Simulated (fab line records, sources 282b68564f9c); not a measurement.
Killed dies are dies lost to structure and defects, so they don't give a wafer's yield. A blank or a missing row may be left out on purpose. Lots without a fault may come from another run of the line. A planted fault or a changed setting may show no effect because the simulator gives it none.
Which tool did it? | flow rit_cmos | 6 lots, 18 wafers sampled, at 2 steps of a route of 202

WHAT THE GAUGES READ, wafer by wafer
RIT_SPACER_THK_MEAS_04.
lot  | measured    | on            | SPACER_NITRIDE_THK (nm)
L159 | day 3 09:58 | film_metro-03 | 245.9 248.1 247.1
L162 | day 4 01:10 | film_metro-03 | 247.0 246.8 246.7
L164 | day 4 12:58 | film_metro-03 | 245.7 244.8 245.8
L173 | day 6 07:26 | film_metro-03 | 251.8 250.6 251.2
L175 | day 6 15:53 | film_metro-03 | 250.8 252.4 252.0
L179 | day 7 12:40 | film_metro-01 | 249.9 248.7 249.2

WHICH TOOL RAN EACH LOT (tool, then ch and the chambers of the sampled wafers, then the start)
lot  | RIT_SPACER_CVD_03
L159 | lpcvd-02 ch 0, day 3 08:03
L162 | lpcvd-02 ch 1, day 3 23:14
L164 | lpcvd-02 ch 1, day 4 11:03
L173 | lpcvd-02 ch 1, day 6 05:29
L175 | lpcvd-01 ch 0, day 6 13:58
L179 | lpcvd-02 ch 1, day 7 10:44
- RIT_SPACER_CVD_03: deposits Si3N4 from SiH2Cl2/NH3, target thk 250 nm, time 3300 s.

THE ANSWER, worked out from the rows above alone
Rule: what is usual is taken from the lots themselves. Put in order of their means at a reading, lots are off if they are a third of the lots or fewer, leave a main group of 4 or more, and stand apart from it by a gap of 3 or more times the standard deviation of the main group's means; of several such gaps the widest counts. A main group whose means are all the same, to the digits that the tables above print for the reading, isn't used. A lot without any number at a reading at which 4 lots or more have one is off too. The other lots that the step has rows for count as sound.
No lot is off at any reading shown: from this, nothing can be told.

WHAT THE SIMULATOR HAD PUT IN
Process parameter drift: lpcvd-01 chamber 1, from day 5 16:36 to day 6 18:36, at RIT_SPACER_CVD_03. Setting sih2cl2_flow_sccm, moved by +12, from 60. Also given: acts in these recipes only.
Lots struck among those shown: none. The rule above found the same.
